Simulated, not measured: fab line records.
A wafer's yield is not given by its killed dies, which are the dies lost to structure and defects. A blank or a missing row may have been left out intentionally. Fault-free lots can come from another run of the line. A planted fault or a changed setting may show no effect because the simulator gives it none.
A lot that was struck, set against a sound lot ; flow rit_cmos ; 19 out of 202 route steps
Sound: wafers L208.1, L208.4, L208.5. The struck wafers were L211.1, L211.5, L211.6. The cause comes at the end.
For every step that has rows: the tool of each side, followed by ch and its chambers, followed by its first start. Under that, the readings that differ: sound wafers ; struck wafers ; difference of the means ; sigmas: that difference in standard deviations of wafers without a fault.
alike: same words and numbers on both sides, and readings whose means sit less than 2 such deviations apart. not compared: any withheld reading, any reading some wafer has no value for, any bound like >300 that may hide the same value, and any number with overlapping values for which the record gives no deviation.
The two part at a step that has a row with sigmas, a row that says differs or no value, or rows on one side only. Numbers that have no deviation but don't overlap get no sigmas and don't part them. Lack of a reading on every wafer of one side parts them only where that side has two or more wafers.

first, 2 steps without rows for these wafers: RIT_NSD_PEB_04; RIT_NSD_DEVELOP_05 (develop time 50 s).
RIT_NSD_OVL_MEAS_06:
  sound: overlay-01 at day 4 19:40; struck: overlay-02 at day 5 09:02
  alike: NSD_OVL
then, 2 steps without rows for these wafers: RIT_NSD_HARDBAKE_07 (time 60 s); RIT_NSD_IMPLANT_08.
RIT_NSD_STRIP_09: strips in O2, time 180 s.
  sound on plasma_asher-02 ch 0,1, day 4 20:00; struck on plasma_asher-03 ch 0,1, day 5 09:22
  alike: drypump_motor_current_A
  not compared: rf_hours_counter_h
RIT_NSD_TW_MEAS_10:
  sound: film_metro-01 at day 4 20:10; struck: film_metro-03 at day 5 09:32
reading;sound;struck;difference;sigmas
NSD_TW;3086 3101 3085;3224 3203 3215;+123;+2
then, 5 steps without rows for these wafers: RIT_PSD_HMDS_00 (prime time 60 s); RIT_PSD_COAT_01 (resist thk 1000 nm); RIT_PSD_SOFTBAKE_02 (time 59.03 s); RIT_PSD_EXPOSE_03 (exposes mask M10, target cd 40900 nm); RIT_PSD_PEB_04.
RIT_PSD_DEVELOP_05: develop time 50 s.
  sound on litho_track-04 ch 0, day 4 21:00; struck on litho_track-01 ch 0, day 5 10:00
RIT_PSD_OVL_MEAS_06:
  sound: overlay-01 at day 4 21:13; struck: overlay-02 at day 5 10:31
  alike: PSD_OVL
then, 2 steps without rows for these wafers: RIT_PSD_HARDBAKE_07 (time 60 s); RIT_PSD_IMPLANT_08.
RIT_PSD_STRIP_09: strips in O2, time 180 s.
  sound on plasma_asher-03 ch 0,1, day 4 21:32; struck on plasma_asher-04 ch 0,1, day 5 10:53
  alike: drypump_motor_current_A
  not compared: rf_hours_counter_h
RIT_PSD_TW_MEAS_10:
  sound: film_metro-01 at day 4 21:43; struck: film_metro-03 at day 5 11:17
reading;sound;struck;difference;sigmas
PSD_TW;3391 3392 3408;31 31 31;-3366;-57
  not compared: hold
RIT_M1_PROBE_99:
  sound wafers here have rows in the record (prober-01, day 5 05:47); struck ones have none

== WHERE THEY PART ==
Earliest at RIT_NSD_TW_MEAS_10; latest, in this record, at RIT_M1_PROBE_99.

WHY: whatever the simulator had introduced
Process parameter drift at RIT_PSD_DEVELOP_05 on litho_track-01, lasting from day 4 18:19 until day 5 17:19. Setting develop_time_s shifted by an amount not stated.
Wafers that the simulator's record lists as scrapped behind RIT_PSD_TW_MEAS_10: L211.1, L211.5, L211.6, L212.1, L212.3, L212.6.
